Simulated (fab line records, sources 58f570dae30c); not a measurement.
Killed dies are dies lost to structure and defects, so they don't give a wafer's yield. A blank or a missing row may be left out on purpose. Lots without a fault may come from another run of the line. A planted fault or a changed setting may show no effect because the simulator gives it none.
Which tool did it? | flow berkeley_cmos170 | 6 lots, 18 wafers sampled, at 3 steps of a route of 331

WHAT THE GAUGES READ, wafer by wafer
UCB170_NLDD_CD_MEAS_06: target cd 1200 nm.
lot  | measured     | on        | cd_nm (nm)
L636 | day 7 18:41  | cd_sem-02 | 1201.4 1202.4 1200.7
L637 | day 7 19:10  | cd_sem-02 | 1201.3 1201.6 1201.6
L650 | day 10 04:31 | cd_sem-02 | 1201.4 1200.0 1200.5
L653 | day 10 19:19 | cd_sem-01 | 1200.8 1201.3 1198.5
L654 | day 11 03:09 | cd_sem-02 | 1199.6 1199.3 1199.2
L652 | day 11 04:14 | cd_sem-01 | 1199.4 1199.0 1198.3

WHICH TOOL RAN EACH LOT (tool, then ch and the chambers of the sampled wafers, then the start)
lot  | UCB170_GATE_ETCH_14                | UCB170_NLDD_EXPOSE_03
L636 | rie_diel-01 ch 0,1,2, day 7 15:02  | krf_scanner-01 ch 0, day 7 18:17
L637 | rie_diel-02 ch 0,1,2, day 7 15:18  | krf_scanner-01 ch 0, day 7 18:47
L650 | rie_diel-04 ch 1,2,3, day 10 00:41 | krf_scanner-02 ch 0, day 10 04:07
L653 | rie_diel-02 ch 1,3, day 10 13:51   | krf_scanner-01 ch 0, day 10 18:55
L654 | rie_diel-04 ch 2,3, day 11 00:03   | krf_scanner-02 ch 0, day 11 02:45
L652 | rie_diel-02 ch 1,2, day 11 00:24   | krf_scanner-01 ch 0, day 11 03:28
- UCB170_GATE_ETCH_14: etches BARC in N2/H2.
- UCB170_NLDD_EXPOSE_03: exposes mask NSELECT, target cd 1200 nm.

THE ANSWER, worked out from the rows above alone
Rule: what is usual is taken from the lots themselves. Put in order of their means at a reading, lots are off if they are a third of the lots or fewer, leave a main group of 4 or more, and stand apart from it by a gap of 3 or more times the standard deviation of the main group's means; of several such gaps the widest counts. A main group whose means are all the same, to the digits that the tables above print for the reading, isn't used. A lot without any number at a reading at which 4 lots or more have one is off too. The other lots that the step has rows for count as sound.
No lot is off at any reading shown: from this, nothing can be told.

WHAT THE SIMULATOR HAD PUT IN
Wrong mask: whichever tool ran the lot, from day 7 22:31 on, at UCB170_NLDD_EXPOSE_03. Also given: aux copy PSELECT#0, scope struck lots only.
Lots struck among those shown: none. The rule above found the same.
